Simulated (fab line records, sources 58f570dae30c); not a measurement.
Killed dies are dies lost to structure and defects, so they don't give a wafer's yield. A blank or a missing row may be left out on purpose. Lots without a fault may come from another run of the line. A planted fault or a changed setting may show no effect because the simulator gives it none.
Which tool did it? | flow berkeley_cmos170 | 10 lots, 30 wafers sampled, at 2 steps of a route of 331

WHAT THE GAUGES READ, wafer by wafer
UCB170_V2_THK_MEAS_04.
lot  | measured     | on            | V2_POLISHED_THK (nm)
L786 | day 9 04:58  | film_metro-03 | 998.6 1000.8 1000.4
L788 | day 9 07:17  | film_metro-04 | 999.8 999.0 999.7
L787 | day 9 09:35  | film_metro-04 | 999.1 998.4 1000.3
L791 | day 9 22:13  | film_metro-04 | 1000.8 999.6 1000.0
L790 | day 9 23:17  | film_metro-03 | 999.3 999.9 1000.0
L789 | day 10 00:55 | film_metro-04 | 999.3 999.2 998.6
L803 | day 12 08:08 | film_metro-02 | 1002.6 999.7 1000.9
L806 | day 12 12:56 | film_metro-03 | 1001.3 1000.3 1000.4
L805 | day 12 15:46 | film_metro-02 | 1001.3 999.5 1000.6
L808 | day 13 03:49 | film_metro-03 | 1002.4 1002.7 1002.0

WHICH TOOL RAN EACH LOT (tool, then ch and the chambers of the sampled wafers, then the start)
lot  | UCB170_V1_ETCH_14
L786 | rie_diel-04 ch 1,2,3, day 9 00:53
L788 | rie_diel-02 ch 0,3, day 9 03:30
L787 | rie_diel-03 ch 0,1,2, day 9 04:45
L791 | rie_diel-04 ch 1,2,3, day 9 18:25
L790 | rie_diel-03 ch 0,1,3, day 9 19:18
L789 | rie_diel-04 ch 0,1,2, day 9 20:46
L803 | rie_diel-04 ch 0,2,3, day 12 02:53
L806 | rie_diel-03 ch 1,2, day 12 08:56
L805 | rie_diel-02 ch 1,3, day 12 10:48
L808 | rie_diel-03 ch 0,1, day 12 23:59
- UCB170_V1_ETCH_14: etches SiO2 in CHF3/CF4/Ar, stops on Al, target depth 1250 nm, time 291 s.

THE ANSWER, worked out from the rows above alone
Rule: what is usual is taken from the lots themselves. Put in order of their means at a reading, lots are off if they are a third of the lots or fewer, leave a main group of 4 or more, and stand apart from it by a gap of 3 or more times the standard deviation of the main group's means; of several such gaps the widest counts. A main group whose means are all the same, to the digits that the tables above print for the reading, isn't used. A lot without any number at a reading at which 4 lots or more have one is off too. The other lots that the step has rows for count as sound.
No lot is off at any reading shown: from this, nothing can be told.

WHAT THE SIMULATOR HAD PUT IN
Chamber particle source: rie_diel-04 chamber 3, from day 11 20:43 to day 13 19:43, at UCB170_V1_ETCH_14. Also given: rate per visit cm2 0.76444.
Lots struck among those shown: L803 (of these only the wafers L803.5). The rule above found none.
